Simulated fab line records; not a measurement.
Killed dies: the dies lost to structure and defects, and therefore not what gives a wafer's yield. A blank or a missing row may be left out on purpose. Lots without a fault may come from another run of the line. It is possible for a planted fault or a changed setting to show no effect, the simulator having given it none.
fab line records	flow berkeley_cmos170
record lots=6	wafers=18	last_day=12
route steps=331 shown NVT@108 PVT@115
lots with no fault: from the same line, run without faults
start_h: hours from the record's first day to the start of the lot's first wafer shown	wait_h: hours since the lot's step before	" repeats the value in the row above	L1.1+2: several wafers, shown together as one row	- no value, or no start was given	* or withheld: withheld	< > ~ a bound
route shown NAME@n: a module of which the file shows steps, and the number in the route of the first	usual: mean/standard deviation taken from wafers without a fault	same: alike in all rows	chamber/n: place in a boat	sites: each site's reading	_std_site: the standard deviation of these	_edge_site: the outer-site mean with the inner-site mean subtracted	radius_mm: how far each site lies from the wafer's centre	mask NAME#n: copy n	behind: the tool/chamber that last shaped the wafer	hold: what put the lot on hold/how long, in hours/how the hold closed	device: the transistor (n, p or np) that didn't switch	end of line: at the end of the route, the tests of the same wafers	step lacking rows: just its recipe	killed: at the first sort, the dies lost to defects and structure; wafer yield is something else	map: per-die view of a wafer (x killed, . not killed, _ where there is no die)
set.NAME: the setting as run; set.NAME@STEP: as run at that earlier step	model.NAME: the simulator's own value behind a step, which no gauge read
lots seen at some steps along the route; tables by step, rows by wafer
services: from which hour (start_h, from the record's first day; less than 0 if before it) a tool's chamber was out of use, for how many hours, and why
## steps
# step UCB170_NVT_PEB_04
# recipe peb_temp_c=130	peb_time_s=withheld	resist=KrF
# step UCB170_NVT_DEVELOP_05
# recipe developer=TMAH	develop_time_s=45	resist=KrF	dev_temp_c=21
# step UCB170_NVT_OVL_MEAS_06
# usual NVT_OVL=1/4.9
lot.wafer	tool	chamber	start_h	wait_h	NVT_OVL[nm]
L423.1	overlay-02	-	109.78	-	0
L423.5	"	-	"	"	-1
L423.6	"	-	"	"	-3
L429.1	overlay-01	-	146.10	-	0
L429.2	"	-	"	"	3
L429.4	"	-	"	"	5
L437.2	overlay-02	-	175.42	-	3
L437.3	"	-	"	"	7
L437.4	"	-	"	"	7
L435.1	overlay-01	-	175.46	-	-1
L435.2	"	-	"	"	-14
L435.3	"	-	"	"	-4
L436.2	overlay-02	-	175.58	-	-7
L436.3	"	-	"	"	-2
L436.5	"	-	"	"	-1
L446.1	overlay-01	-	219.62	-	1
L446.3	"	-	"	"	-3
L446.4	"	-	"	"	-2
# step UCB170_NVT_IMPLANT_07
# recipe species=BF2	dose_cm2=3e+12	energy_kev=50	tilt_deg=7
# step UCB170_NVT_STRIP_08
# recipe chemistry=O2	power_w=400	pressure_mtorr=3500	platen_temp_c=withheld	o2_flow_sccm=400	overash_fraction=0.5475
# usual chamber_pressure_mTorr=3500/3.3	drypump_motor_current_A=5.94/0.29	oes_product_au=0.718/0.0044	strip_time_to_endpoint_s=21.62/0.066
lot.wafer	tool	chamber	start_h	wait_h	chamber_pressure_mTorr	drypump_motor_current_A	oes_product_au	rf_hours_counter_h	strip_time_to_endpoint_s
L423.1	plasma_asher-04	0	109.96	0.1	3493	5.69	0.719	39	21.64
L423.5	"	1	"	"	3503	6.33	0.729	-	21.62
L423.6	"	0	"	"	3504	5.68	0.722	-	21.52
L429.1	plasma_asher-04	0	146.28	0.1	3497	5.68	0.730	43	21.48
L429.2	"	1	"	"	3497	6.33	0.718	43	21.57
L429.4	"	1	"	"	3506	6.36	0.717	-	21.61
L437.2	plasma_asher-04	1	175.60	0.1	3502	6.33	0.722	47	21.55
L437.3	"	0	"	"	3499	5.69	0.717	-	21.52
L437.4	"	1	"	"	3498	6.35	0.717	-	21.58
L435.1	plasma_asher-01	0	175.64	0.1	3498	5.66	0.726	42	21.51
L435.2	"	1	"	"	3504	6.16	0.717	42	21.60
L435.3	"	1	"	"	3498	6.16	0.713	-	21.58
L436.2	plasma_asher-03	0	175.76	0.1	3500	5.64	0.717	46	21.54
L436.3	"	0	"	"	3504	5.66	0.723	-	21.64
L436.5	"	1	"	"	3496	6.04	0.716	-	21.56
L446.1	plasma_asher-04	1	219.80	0.1	3500	6.34	0.720	52	21.78
L446.3	"	0	"	"	3501	5.66	0.725	-	21.73
L446.4	"	1	"	"	3501	6.31	0.717	-	21.73
# step UCB170_NVT_TW_MEAS_09
# usual NVT_TW=526/7.2
lot.wafer	tool	chamber	start_h	wait_h	NVT_TW
L423.1	film_metro-01	-	110.09	0.1	521
L423.5	"	-	"	"	520
L423.6	"	-	"	"	521
L429.1	film_metro-03	-	146.38	0.1	532
L429.2	"	-	"	"	533
L429.4	"	-	"	"	533
L437.2	film_metro-01	-	175.71	0.1	520
L437.3	"	-	"	"	522
L437.4	"	-	"	"	519
L435.1	film_metro-04	-	175.74	0.1	524
L435.2	"	-	"	"	522
L435.3	"	-	"	"	527
L436.2	film_metro-01	-	175.87	0.1	519
L436.3	"	-	"	"	520
L436.5	"	-	"	"	521
L446.1	film_metro-01	-	219.90	0.1	520
L446.3	"	-	"	"	519
L446.4	"	-	"	"	518
# step UCB170_NVT_CLEAN_10
# recipe chemistry=SPM	temp_c=120	time_s=600
# step UCB170_PVT_HMDS_00
# recipe prime_time_s=60	prime_temp_c=100
# step UCB170_PVT_COAT_01
# recipe resist=KrF	spin_rpm=1500	resist_thk_nm=900
# step UCB170_PVT_SOFTBAKE_02
# recipe resist=KrF	temp_c=130	time_s=60
# step UCB170_PVT_EXPOSE_03
# recipe mask_id=NWELL	target_cd_nm=3000	na=0.5	sigma_outer=0.6	source_shape=conventional	dose_mj=30
# step UCB170_PVT_PEB_04
# recipe peb_temp_c=130	peb_time_s=withheld	resist=KrF
# step UCB170_PVT_DEVELOP_05
# recipe developer=TMAH	develop_time_s=45	resist=KrF	dev_temp_c=21
# usual chill_plate_temp_C=23.01/0.11	develop_time_s=45/0	resist_line_temp_C=23.01/0.089
lot.wafer	tool	chamber	start_h	wait_h	chill_plate_temp_C	develop_time_s	resist_line_temp_C	model.KrF_of_PVT_COAT_01.thk_nm
L423.1	litho_track-02	0	111	-	23.05	45	22.94	884.5
L423.5	"	0	"	"	23.10	45	23.10	885
L423.6	"	0	"	"	23.27	45	22.99	887.5
L429.1	litho_track-04	0	148	-	22.83	45	22.78	884
L429.2	"	0	"	"	22.99	45	22.94	881.8
L429.4	"	0	"	"	22.79	45	22.85	884.7
L436.2	litho_track-04	-	177	-	-	-	-	900.9
L436.3	"	-	"	"	-	-	-	902.1
L436.5	"	-	"	"	-	-	-	903.1
L435.1	litho_track-02	-	177	-	-	-	-	899.7
L435.2	"	-	"	"	-	-	-	901.3
L435.3	"	-	"	"	-	-	-	899.2
L437.2	litho_track-04	0	177	-	23.13	45	22.96	886.1
L437.3	"	0	"	"	23.11	45	23.05	886.5
L437.4	"	0	"	"	22.95	45	23.11	885.5
L446.1	litho_track-03	0	220	-	22.97	45	22.98	886.1
L446.3	"	0	"	"	22.95	45	22.99	886.4
L446.4	"	0	"	"	22.81	45	22.86	887.7
# step UCB170_PVT_OVL_MEAS_06
# usual PVT_OVL=0/6.1
lot.wafer	tool	chamber	start_h	wait_h	PVT_OVL[nm]
L423.1	overlay-02	-	111.60	-	3
L423.5	"	-	"	"	8
L423.6	"	-	"	"	4
L429.1	overlay-01	-	148.45	-	7
L429.2	"	-	"	"	6
L429.4	"	-	"	"	-4
L436.2	overlay-01	-	177.79	-	-
L436.3	"	-	"	"	-
L436.5	"	-	"	"	-
L435.1	overlay-02	-	178.02	-	-
L435.2	"	-	"	"	-
L435.3	"	-	"	"	-
L437.2	overlay-01	-	178.06	-	2
L437.3	"	-	"	"	11
L437.4	"	-	"	"	4
L446.1	overlay-02	-	221.00	-	-5
L446.3	"	-	"	"	-2
L446.4	"	-	"	"	6
## services
tool	chamber	start_h	hours	kind
plasma_asher-03	-	120.55	2.8	pm
## key
first_sign step=UCB170_PVT_DEVELOP_05	reading=tool_record	direction=missing
effect none on later readings
model_effect step=UCB170_PVT_DEVELOP_05	value=KrF_of_PVT_COAT_01.thk_nm	without=886.8	struck=901
met_at UCB170_PVT_DEVELOP_05
struck_wafers L435.1,L435.2,L435.3,L436.2,L436.3,L436.5
sort_left_out L435.1,L435.2,L435.3,L436.2,L436.3,L436.5
tester_left_out L435,L436
onset_between 148 177
fault kind=skipped_step_whole	tool=litho_track-02,litho_track-04	chamber=-	onset_h=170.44	steps=UCB170_PVT_DEVELOP_05	scope=struck_lots_only
# tester_left_out: of these lots the tester's yield and bins aren't shown, on N5 and GAA mostly nor the transistor test; their killed dies are dies lost to structure and defects alone, not to doping, threshold or leakage, so they don't give the yield
# sort_left_out: the simulated sort isn't trusted on such a fault, so these wafers' sort isn't shown, and their yield isn't known
